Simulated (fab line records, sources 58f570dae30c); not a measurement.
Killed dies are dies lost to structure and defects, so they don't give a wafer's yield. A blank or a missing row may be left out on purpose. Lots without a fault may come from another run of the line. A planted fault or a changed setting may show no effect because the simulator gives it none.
Which tool did it? | flow berkeley_cmos170 | 15 lots, 45 wafers sampled, at 6 steps of a route of 331

WHAT THE GAUGES READ, wafer by wafer
UCB170_NWELL_THK_MEAS_02. Usual: NWELL_OXIDE_THK 26.4 nm, standard deviation 0.59.
lot  | measured    | on            | NWELL_OXIDE_THK (nm) | flag
L511 | day 2 01:03 | film_metro-03 | 27.0 27.0 27.0       |
L512 | day 2 06:23 | film_metro-04 | 28.0 27.3 27.8       |
L513 | day 2 06:23 | film_metro-01 | 26.5 26.3 26.7       |
L515 | day 2 21:58 | film_metro-04 | 25.4 25.3 25.6       |
L516 | day 3 03:10 | film_metro-01 | 26.5 26.2 26.5       |
L518 | day 3 16:30 | film_metro-01 | 26.5 26.6 27.0       |
L522 | day 4 11:25 | film_metro-03 | 25.3 25.6 25.6       |
L525 | day 4 17:58 | film_metro-03 | 26.3 26.1 26.4       |
L526 | day 5 06:01 | film_metro-04 | 26.4 26.5 26.4       |
L527 | day 5 10:03 | film_metro-01 | 26.3 26.5 26.1       |
L528 | day 5 13:55 | film_metro-01 | 27.3 27.4 27.2       |
L530 | day 5 19:05 | film_metro-01 | 25.9 26.1 25.9       |
L531 | day 6 03:43 | film_metro-03 | 26.9 26.6 26.7       |
L533 | day 6 14:40 | film_metro-04 | 26.3 26.0 26.5       |
L534 | day 6 20:53 | film_metro-01 | 25.8 25.8 26.1       |

UCB170_NWELL_THK_MEAS_05. Usual: NWELL_NITRIDE_THK 223.9 nm, standard deviation 2.
lot  | measured    | on            | NWELL_NITRIDE_THK (nm)              | flag
L511 | day 2 07:44 | film_metro-04 | 224.0 222.2 223.7                   |
L512 | day 2 13:45 | film_metro-03 | 222.6 221.7 220.7                   |
L513 | day 2 13:46 | film_metro-01 | 223.0 223.8 226.2                   |
L515 | day 3 06:19 | film_metro-03 | 225.1 222.9 223.5                   |
L516 | day 3 09:53 | film_metro-01 | 226.4 227.5 227.6                   |
L518 | day 4 01:07 | film_metro-01 | 223.1 221.2 220.6                   |
L522 | day 4 18:34 | film_metro-03 | 224.9 224.4 225.9                   |
L525 | day 4 23:54 | film_metro-01 | 222.9 224.7 224.9                   |
L526 | day 5 13:14 | film_metro-03 | 198.8 195.0 198.0 198.7 194.8 197.8 | OFF
L527 | day 5 16:57 | film_metro-01 | 198.2 198.1 197.3 198.1 198.0 197.3 | OFF
L528 | day 5 20:17 | film_metro-01 | 196.2 195.2 196.9 196.4 195.2 196.8 | OFF
L530 | day 5 23:55 | film_metro-01 | 221.0 220.6 221.9                   |
L531 | day 6 09:32 | film_metro-01 | 228.7 225.4 226.3                   |
L533 | day 6 20:24 | film_metro-04 | 226.9 227.4 226.6                   |
L534 | day 7 08:06 | film_metro-03 | 222.5 222.0 222.6                   |

UCB170_NWELL_OVL_MEAS_12. Usual: NWELL_OVL -1 nm, standard deviation 5.6.
lot  | measured    | on         | NWELL_OVL (nm) | flag
L511 | day 2 09:04 | overlay-02 | 0 5 2          |
L512 | day 2 15:01 | overlay-01 | 0 -10 -13      |
L513 | day 2 15:44 | overlay-02 | -7 -4 -2       |
L515 | day 3 07:22 | overlay-02 | 5 9 1          |
L516 | day 3 10:55 | overlay-01 | 0 -9 -6        |
L518 | day 4 03:20 | overlay-01 | 3 5 8          |
L522 | day 4 20:12 | overlay-02 | -15 -8 -7      |
L525 | day 5 01:35 | overlay-02 | -6 -2 -9       |
L526 | day 5 19:34 | overlay-01 | 5 2 1          |
L527 | day 5 23:12 | overlay-01 | -7 4 1         |
L528 | day 6 03:13 | overlay-02 | 1 0 5          |
L530 | day 6 01:40 | overlay-02 | 1 11 -2        |
L531 | day 6 10:26 | overlay-02 | 1 0 -2         |
L533 | day 6 21:54 | overlay-01 | -3 2 -3        |
L534 | day 7 09:07 | overlay-02 | 2 -2 6         |

UCB170_PWELL_OVL_MEAS_13. Usual: PWELL_OVL 1 nm, standard deviation 6.
lot  | measured    | on         | PWELL_OVL (nm) | flag
L511 | day 3 03:10 | overlay-01 | -7 -5 -1       |
L512 | day 3 13:55 | overlay-01 | -2 -10 -6      |
L513 | day 3 13:38 | overlay-01 | -3 2 -3        |
L515 | day 4 03:36 | overlay-02 | -6 0 -7        |
L516 | day 4 08:10 | overlay-02 | 3 6 0          |
L518 | day 5 00:05 | overlay-01 | 2 1 -2         |
L522 | day 5 15:39 | overlay-01 | 0 2 1          |
L525 | day 5 19:25 | overlay-02 | 11 -2 8        |
L526 | day 6 11:44 | overlay-01 | 3 8 7          |
L527 | day 6 14:50 | overlay-02 | 6 8 7          |
L528 | day 6 18:39 | overlay-01 | 0 -6 8         |
L530 | day 6 15:07 | overlay-01 | 10 7 3         |
L531 | day 7 02:34 | overlay-02 | 7 9 4          |
L533 | day 7 14:35 | overlay-01 | -4 6 0         |
L534 | day 8 02:58 | overlay-02 | -2 -11 0       |

WHICH TOOL RAN EACH LOT (tool, then ch and the chambers of the sampled wafers, then the start)
lot  | UCB170_NWELL_CVD_04        | UCB170_NWELL_ETCH_13
L511 | lpcvd-01 ch 1, day 2 05:48 | rie_diel-03 ch 0,2,3, day 2 09:07
L512 | lpcvd-02 ch 1, day 2 11:49 | rie_diel-01 ch 0,1, day 2 15:02
L513 | lpcvd-02 ch 0, day 2 11:49 | rie_diel-02 ch 0,2, day 2 15:46
L515 | lpcvd-01 ch 0, day 3 04:22 | rie_diel-02 ch 0,1,2, day 3 07:23
L516 | lpcvd-01 ch 0, day 3 07:57 | rie_diel-03 ch 0,2,3, day 3 10:56
L518 | lpcvd-02 ch 0, day 3 22:13 | rie_diel-01 ch 1,2,3, day 4 03:22
L522 | lpcvd-02 ch 1, day 4 16:37 | rie_diel-01 ch 0,1,3, day 4 20:14
L525 | lpcvd-01 ch 0, day 4 21:58 | rie_diel-03 ch 0,1,3, day 5 01:37
L526 | lpcvd-01 ch 1, day 5 11:18 | rie_diel-03 ch 0,1, day 5 19:36
L527 | lpcvd-01 ch 0, day 5 15:01 | rie_diel-01 ch 1,2,3, day 5 23:14
L528 | lpcvd-01 ch 1, day 5 18:21 | rie_diel-02 ch 1,2, day 6 03:19
L530 | lpcvd-02 ch 0, day 5 21:58 | rie_diel-01 ch 0,2, day 6 01:42
L531 | lpcvd-02 ch 1, day 6 07:36 | rie_diel-03 ch 1,2,3, day 6 10:28
L533 | lpcvd-02 ch 0, day 6 18:28 | rie_diel-02 ch 0,3, day 6 21:56
L534 | lpcvd-02 ch 0, day 7 06:10 | rie_diel-02 ch 0,2,3, day 7 09:09
- UCB170_NWELL_CVD_04: deposits Si3N4 from SiH2Cl2/NH3, target thk 224 nm, time 3360 s.
- UCB170_NWELL_ETCH_13: etches Si3N4 in CH3F/Ar/O2, stops on SiO2, target depth 246.4 nm, time 154 s.

WHAT THE TOOLS THEMSELVES READ (means of the sampled wafers that have a number; where no wafer has one, the mark that the record gives instead)
UCB170_NWELL_CVD_04. Usual: spike_tc_centre_C 802.3 C, standard deviation 1.1; spike_tc_load_C 822.9 C, standard deviation 2.5; spike_tc_source_C 821.9 C, standard deviation 1.2; susceptor_temp_C 800.0 C, standard deviation 0.37.
lot  | tool     | spike_tc_centre_C (C) | spike_tc_load_C (C) | spike_tc_source_C (C) | susceptor_temp_C (C) | flag
L511 | lpcvd-01 | 801.0                 | 823.8               | 822.3                 | 800.1                |
L512 | lpcvd-02 | 801.7                 | 826.3               | 821.4                 | 800.0                |
L513 | lpcvd-02 | 803.3                 | 822.0               | 822.1                 | 800.2                |
L515 | lpcvd-01 | 802.5                 | 820.5               | 822.5                 | 799.9                |
L516 | lpcvd-01 | 802.9                 | 821.3               | 823.0                 | 800.3                |
L518 | lpcvd-02 | 802.9                 | 821.0               | 821.8                 | 800.0                |
L522 | lpcvd-02 | 802.9                 | 827.4               | 821.9                 | 800.3                |
L525 | lpcvd-01 | 803.5                 | 819.8               | 822.8                 | 800.5                |
L526 | lpcvd-01 | 793.9                 | 816.1               | 815.1                 | 792.9                | OFF
L527 | lpcvd-01 | 796.3                 | 813.7               | 814.7                 | 793.0                | OFF
L528 | lpcvd-01 | 794.8                 | 816.3               | 814.0                 | 792.8                | OFF
L530 | lpcvd-02 | 802.5                 | 820.2               | 821.3                 | 799.5                |
L531 | lpcvd-02 | 803.4                 | 826.4               | 821.5                 | 800.0                |
L533 | lpcvd-02 | 803.1                 | 821.4               | 821.1                 | 799.9                |
L534 | lpcvd-02 | 802.8                 | 821.1               | 821.4                 | 800.1                |

UCB170_NWELL_ETCH_13. Usual: drypump_motor_current_A 5.9 A, standard deviation 0.45; oes_product_au 0.934 a.u., standard deviation 0.013; throttle_valve_pct 8.05 %, standard deviation 0.06.
lot  | tool        | drypump_motor_current_A (A) | oes_product_au (a.u.) | throttle_valve_pct (%) | flag
L511 | rie_diel-03 | 6.0                         | 0.936                 | 8.04                   |
L512 | rie_diel-01 | 5.2                         | 0.934                 | 8.14                   |
L513 | rie_diel-02 | 6.1                         | 0.940                 | 8.01                   |
L515 | rie_diel-02 | 6.0                         | 0.941                 | 8.06                   |
L516 | rie_diel-03 | 5.9                         | 0.944                 | 8.04                   |
L518 | rie_diel-01 | 5.7                         | 0.923                 | 8.04                   |
L522 | rie_diel-01 | 5.4                         | 0.930                 | 8.07                   |
L525 | rie_diel-03 | 5.9                         | 0.925                 | 8.02                   |
L526 | rie_diel-03 | 6.1                         | 0.860                 | 8.03                   | OFF
L527 | rie_diel-01 | 5.7                         | 0.863                 | 8.03                   | OFF
L528 | rie_diel-02 | 5.9                         | 0.873                 | 8.11                   | OFF
L530 | rie_diel-01 | 5.2                         | 0.933                 | 8.13                   |
L531 | rie_diel-03 | 6.2                         | 0.933                 | 8.03                   |
L533 | rie_diel-02 | 5.6                         | 0.938                 | 8.04                   |
L534 | rie_diel-02 | 5.9                         | 0.931                 | 8.04                   |

THE ANSWER, worked out from the rows above alone
Rule: a lot is off if the mean of its wafers that have a number lies more than 3 standard deviations from the usual mean. A lot without any number at a reading at which 4 lots or more have one is off too. The other lots that the step has rows for count as sound. The gauges are gone through in route order, then the tools' own readings, and for those a lot's mean is taken as printed above. The first step at which some lot is off is used, and at that step the reading that is off furthest; a lot without a number counts as furthest.
Off: L526, L527, L528, at UCB170_NWELL_THK_MEAS_05 (NWELL_NITRIDE_THK).
A tool fits if, at a process step before that reading, it ran every lot that is off, and no sound lot after the first of them. The gauges at UCB170_NWELL_THK_MEAS_05 aren't tried: what is off there is off at UCB170_NWELL_CVD_04 too, on other tools, and a gauge's error can't cause that. One fits: lpcvd-01 at UCB170_NWELL_CVD_04. Its last sound lot is L525 (day 4 21:58), its first lot that is off L526 (day 5 11:18): a fault that began between those two fits.
The tool's own readings at UCB170_NWELL_CVD_04 bear it out: on the lots that are off they differ by more than 5 times the standard deviation of the sound lots' means. spike_tc_centre_C reads 795.0 C there against 802.7 C on the sound lots; spike_tc_source_C reads 814.6 C there against 821.9 C on the sound lots; susceptor_temp_C reads 792.9 C there against 800.1 C on the sound lots.

WHAT THE SIMULATOR HAD PUT IN
Process parameter drift: lpcvd-01, from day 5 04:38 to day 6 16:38, at UCB170_NWELL_CVD_04. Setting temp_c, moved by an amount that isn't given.
Lots struck among those shown: L526, L527, L528. The rule above found the same.
